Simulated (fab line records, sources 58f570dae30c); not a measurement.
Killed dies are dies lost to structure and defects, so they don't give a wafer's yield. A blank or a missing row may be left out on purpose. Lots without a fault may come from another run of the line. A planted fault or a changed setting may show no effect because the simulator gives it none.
Which tool did it? | flow berkeley_cmos170 | 15 lots, 45 wafers sampled, at 4 steps of a route of 331

WHAT THE GAUGES READ, wafer by wafer
UCB170_NVT_TW_MEAS_09. Usual: NVT_TW 525.1, standard deviation 2.4.
lot  | measured     | on            | NVT_TW            | flag
L834 | day 5 11:22  | film_metro-02 | 524.5 524.6 524.6 |
L833 | day 5 11:29  | film_metro-01 | 523.1 527.7 521.9 |
L836 | day 5 21:02  | film_metro-03 | 525.6 525.4 526.0 |
L835 | day 5 21:19  | film_metro-01 | 524.7 524.3 521.9 |
L837 | day 6 09:50  | film_metro-02 | 527.4 526.5 528.5 |
L838 | day 6 10:07  | film_metro-03 | 526.2 526.2 524.2 |
L840 | day 7 03:22  | film_metro-03 | 528.0 527.5 526.1 |
L843 | day 7 22:25  | film_metro-02 | 524.1 522.2 523.9 |
L846 | day 8 03:16  | film_metro-03 | 523.5 525.5 524.0 |
L845 | day 8 03:27  | film_metro-01 | 521.1 521.0 522.4 |
L853 | day 9 23:57  | film_metro-02 | 527.0 525.8 523.2 |
L852 | day 10 00:05 | film_metro-03 | 525.2 526.6 525.4 |
L855 | day 10 06:59 | film_metro-01 | 29.9 30.0 30.0    | OFF
L856 | day 10 07:16 | film_metro-03 | 30.1 30.0 30.1    | OFF
L854 | day 10 07:32 | film_metro-01 | 30.0 29.9 30.0    | OFF

UCB170_CONTACT_CD_MEAS_15: target cd 700 nm. Usual: cd_nm 700.0 nm, standard deviation 1.2.
lot  | measured     | on        | cd_nm (nm)        | flag
L834 | day 6 19:09  | cd_sem-01 | 698.0 700.4 700.2 |
L833 | day 6 19:31  | cd_sem-02 | 700.0 700.0 698.5 |
L836 | day 7 14:30  | cd_sem-01 | 701.0 701.5 700.5 |
L835 | day 7 14:47  | cd_sem-01 | 699.8 700.5 699.5 |
L837 | day 8 01:29  | cd_sem-02 | 699.1 701.3 699.6 |
L838 | day 8 01:14  | cd_sem-01 | 698.6 700.9 697.9 |
L840 | day 8 12:59  | cd_sem-01 | 699.6 699.3 699.2 |
L843 | day 9 18:20  | cd_sem-01 | 698.7 698.6 700.2 |
L846 | day 9 20:03  | cd_sem-02 | 697.7 699.9 700.6 |
L845 | day 9 19:20  | cd_sem-01 | 700.7 701.5 700.5 |
L853 | day 11 09:12 | cd_sem-01 | 698.1 697.2 698.2 |
L852 | day 11 09:06 | cd_sem-02 | 699.9 701.2 701.1 |
L855 | day 11 12:45 | cd_sem-02 | 701.6 702.8 703.0 |
L856 | day 11 15:24 | cd_sem-01 | 699.0 698.0 698.8 |
L854 | day 11 15:13 | cd_sem-01 | 699.6 699.2 699.8 |

WHICH TOOL RAN EACH LOT (tool, then ch and the chambers of the sampled wafers, then the start)
lot  | UCB170_NVT_DEVELOP_05             | UCB170_SILICIDE_SPUTTER_01
L834 | litho_track-01 ch 0, day 5 10:00  | pvd_sputter-02, day 6 14:59
L833 | litho_track-03 ch 0, day 5 11:00  | pvd_sputter-04, day 6 14:59
L836 | litho_track-03 ch 0, day 5 20:00  | pvd_sputter-02, day 7 07:16
L835 | litho_track-03 ch 0, day 5 20:00  | pvd_sputter-04, day 7 07:26
L837 | litho_track-01 ch 0, day 6 09:00  | pvd_sputter-02, day 7 21:14
L838 | litho_track-03 ch 0, day 6 09:00  | pvd_sputter-04, day 7 21:17
L840 | litho_track-01 ch 0, day 7 02:00  | pvd_sputter-04, day 8 08:59
L843 | litho_track-04 ch 0, day 7 22:00  | pvd_sputter-03, day 9 13:50
L846 | litho_track-04 ch 0, day 8 02:00  | pvd_sputter-03, day 9 14:19
L845 | litho_track-03 ch 0, day 8 03:00  | pvd_sputter-02, day 9 14:07
L853 | litho_track-01 ch 0, day 9 23:00  | pvd_sputter-04, day 11 01:12
L852 | litho_track-03 ch 0, day 9 23:00  | pvd_sputter-02, day 11 01:31
L855 | litho_track-01 ch 0, day 10 06:00 | pvd_sputter-03, day 11 08:41
L856 | litho_track-01 ch 0, day 10 06:00 | pvd_sputter-04, day 11 09:37
L854 | litho_track-01 ch 0, day 10 07:00 | pvd_sputter-02, day 11 09:41
- UCB170_NVT_DEVELOP_05: develop time 45 s.
- UCB170_SILICIDE_SPUTTER_01: material Ti, target thk 30 nm, time 25 s.

WHAT THE TOOLS THEMSELVES READ (means of the sampled wafers that have a number; where no wafer has one, the mark that the record gives instead)
UCB170_NVT_DEVELOP_05. Usual: chill_plate_temp_C 23.00 C, standard deviation 0.11; developer_temp_C 21.00 C, standard deviation 0.1.
lot  | tool           | chill_plate_temp_C (C) | developer_temp_C (C) | flag
L834 | litho_track-01 | 22.97                  | 20.99                |
L833 | litho_track-03 | 22.88                  | 21.05                |
L836 | litho_track-03 | 23.03                  | 21.02                |
L835 | litho_track-03 | 23.00                  | 20.90                |
L837 | litho_track-01 | 23.06                  | 20.86                |
L838 | litho_track-03 | 23.17                  | 21.01                |
L840 | litho_track-01 | 22.98                  | 21.04                |
L843 | litho_track-04 | 23.00                  | 21.03                |
L846 | litho_track-04 | 22.91                  | 20.97                |
L845 | litho_track-03 | 23.17                  | 20.93                |
L853 | litho_track-01 | 23.12                  | 20.89                |
L852 | litho_track-03 | 23.05                  | 21.08                |
L855 | litho_track-01 | 23.07                  | 20.99                |
L856 | litho_track-01 | 23.11                  | 21.01                |
L854 | litho_track-01 | 22.88                  | 20.97                |

UCB170_SILICIDE_SPUTTER_01. Usual: throttle_valve_pct 30.0 %, standard deviation 1.1.
lot  | tool           | throttle_valve_pct (%) | flag
L834 | pvd_sputter-02 | 30.4                   |
L833 | pvd_sputter-04 | 30.1                   |
L836 | pvd_sputter-02 | 29.0                   |
L835 | pvd_sputter-04 | 30.1                   |
L837 | pvd_sputter-02 | 30.2                   |
L838 | pvd_sputter-04 | 30.0                   |
L840 | pvd_sputter-04 | 30.3                   |
L843 | pvd_sputter-03 | 29.3                   |
L846 | pvd_sputter-03 | 28.7                   |
L845 | pvd_sputter-02 | 29.8                   |
L853 | pvd_sputter-04 | 29.7                   |
L852 | pvd_sputter-02 | 30.1                   |
L855 | pvd_sputter-03 | 29.4                   |
L856 | pvd_sputter-04 | 29.4                   |
L854 | pvd_sputter-02 | 31.1                   |

THE ANSWER, worked out from the rows above alone
Rule: a lot is off if the mean of its wafers that have a number lies more than 3 standard deviations from the usual mean. A lot without any number at a reading at which 4 lots or more have one is off too. The other lots that the step has rows for count as sound. The gauges are gone through in route order, then the tools' own readings, and for those a lot's mean is taken as printed above. The first step at which some lot is off is used, and at that step the reading that is off furthest; a lot without a number counts as furthest.
Off: L855, L856, L854, at UCB170_NVT_TW_MEAS_09 (NVT_TW).
A tool fits if, at a process step before that reading, it ran every lot that is off, and no sound lot after the first of them. The gauges at UCB170_NVT_TW_MEAS_09 are tried like those tools. One fits: litho_track-01 at UCB170_NVT_DEVELOP_05. Its last sound lot is L853 (day 9 23:00), its first lot that is off L855 (day 10 06:00): a fault that began between those two fits.

WHAT THE SIMULATOR HAD PUT IN
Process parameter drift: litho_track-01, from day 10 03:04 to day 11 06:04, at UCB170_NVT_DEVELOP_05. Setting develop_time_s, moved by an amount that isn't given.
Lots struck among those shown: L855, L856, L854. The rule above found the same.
